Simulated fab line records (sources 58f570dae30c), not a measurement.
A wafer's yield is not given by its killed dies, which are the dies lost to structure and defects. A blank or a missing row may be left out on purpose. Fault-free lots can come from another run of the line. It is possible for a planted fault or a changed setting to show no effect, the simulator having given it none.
What tool caused it?    flow berkeley-cmos170    Sampling: 13 lots, 39 wafers, 3 of 331 route steps

## WHAT EACH GAUGE READ, for each wafer
UCB170_SDANNEAL_RS_MEAS_02: the measuring method here is four-point-probe.
lot   measured      on             PSD_RS (ohm/sq)
L484  day 7 11:10   film-metro-01  75.2 75.8 75.4
L487  day 8 08:31   film-metro-01  75.7 75.9 75.5
L485  day 8 09:22   film-metro-04  75.1 75.1 75.0
L489  day 8 08:49   film-metro-04  74.9 75.0 74.8
L486  day 8 09:07   film-metro-03  76.2 75.6 76.0
L491  day 9 08:23   film-metro-03  75.8 75.6 75.5
L492  day 9 08:32   film-metro-04  75.2 75.3 75.4
L493  day 9 08:56   film-metro-01  75.3 75.3 75.3
L496  day 9 16:35   film-metro-01  74.7 74.8 74.8
L495  day 9 16:47   film-metro-04  75.7 75.5 75.5
L494  day 9 17:01   film-metro-03  75.3 75.4 75.4
L502  day 11 07:01  film-metro-01  75.5 75.4 75.5
L507  day 12 07:16  film-metro-04  75.2 75.5 75.3

UCB170_V2_BOW_MEAS_03.
lot   measured      on             V2_BOW (um)
L484  day 8 08:55   film-metro-03  35 44 29
L487  day 9 05:30   film-metro-04  31 32 37
L485  day 9 06:04   film-metro-02  55 43 47
L489  day 9 05:42   film-metro-03  43 50 30
L486  day 9 05:47   film-metro-02  45 37 39
L491  day 9 23:51   film-metro-04  41 45 26
L492  day 10 02:07  film-metro-04  31 38 36
L493  day 10 02:26  film-metro-03  33 27 29
L496  day 10 10:32  film-metro-02  43 42 29
L495  day 10 10:40  film-metro-04  43 39 30
L494  day 10 10:50  film-metro-02  36 39 48
L502  day 11 22:07  film-metro-02  30 35 35
L507  day 12 23:43  film-metro-03  39 53 42

## EACH LOT AND THE TOOL THAT RAN IT (in order: tool; ch and the chambers of the sampled wafers; start)
lot   UCB170_GATE_STRIP_16
L484  plasma-asher-04 ch 0,1, day 6 19:31
L487  plasma-asher-03 ch 0,1, day 7 12:56
L485  plasma-asher-04 ch 0,1, day 7 13:13
L489  plasma-asher-02 ch 0,1, day 7 13:22
L486  plasma-asher-03 ch 0,1, day 7 13:29
L491  plasma-asher-04 ch 0,1, day 8 12:20
L492  plasma-asher-03 ch 0,1, day 8 12:28
L493  plasma-asher-02 ch 0,1, day 8 12:37
L496  plasma-asher-02 ch 0,1, day 8 22:23
L495  plasma-asher-04 ch 0,1, day 8 22:40
L494  plasma-asher-03 ch 1, day 8 22:50
L502  plasma-asher-02 ch 0,1, day 10 15:03
L507  plasma-asher-04 ch 1, day 11 15:07
- UCB170_GATE_STRIP_16: strips in O2.

## WHAT THE TOOLS THEMSELVES READ (means of the sampled wafers that have a number; where no wafer has one, the mark that the record gives instead)
UCB170_GATE_STRIP_16.
lot   tool             chamber-pressure-mTorr (mTorr)  drypump-motor-current-A (A)  oes-product-au (a.u.)
L484  plasma-asher-04  3500                            5.6                          0.722
L487  plasma-asher-03  3499                            5.7                          0.725
L485  plasma-asher-04  3503                            5.6                          0.722
L489  plasma-asher-02  3500                            5.4                          0.725
L486  plasma-asher-03  3502                            5.7                          0.726
L491  plasma-asher-04  3499                            5.6                          0.722
L492  plasma-asher-03  3500                            5.7                          0.724
L493  plasma-asher-02  3501                            6.0                          0.723
L496  plasma-asher-02  3498                            5.4                          0.722
L495  plasma-asher-04  3503                            5.6                          0.723
L494  plasma-asher-03  3500                            6.0                          0.719
L502  plasma-asher-02  3501                            6.0                          0.726
L507  plasma-asher-04  3500                            5.6                          0.727

## THE ANSWER, worked out from the rows above alone
Rule: the lots themselves supply what counts as usual. Put in order of their means at a reading, lots are off if they are a third of the lots or fewer, leave a main group of 4 or more, and stand apart from it by a gap of 3 or more times the standard deviation of the main group's means; of several such gaps the widest counts. A main group is skipped when, at the precision printed for the reading in the tables above, its means are all equal. A lot without any number at a reading at which 4 lots or more have one is off too. Any other lot the step has rows for is counted as sound. After the gauges, taken in route order, come the tools' own readings; for these a lot's mean is taken, as printed above. At the first step where some lot is off, the reading lying furthest off is the one used; lots without a number count as furthest.
Across all readings shown, no lot is off: no conclusion can be drawn from this.

## WHAT THE SIMULATOR PUT IN
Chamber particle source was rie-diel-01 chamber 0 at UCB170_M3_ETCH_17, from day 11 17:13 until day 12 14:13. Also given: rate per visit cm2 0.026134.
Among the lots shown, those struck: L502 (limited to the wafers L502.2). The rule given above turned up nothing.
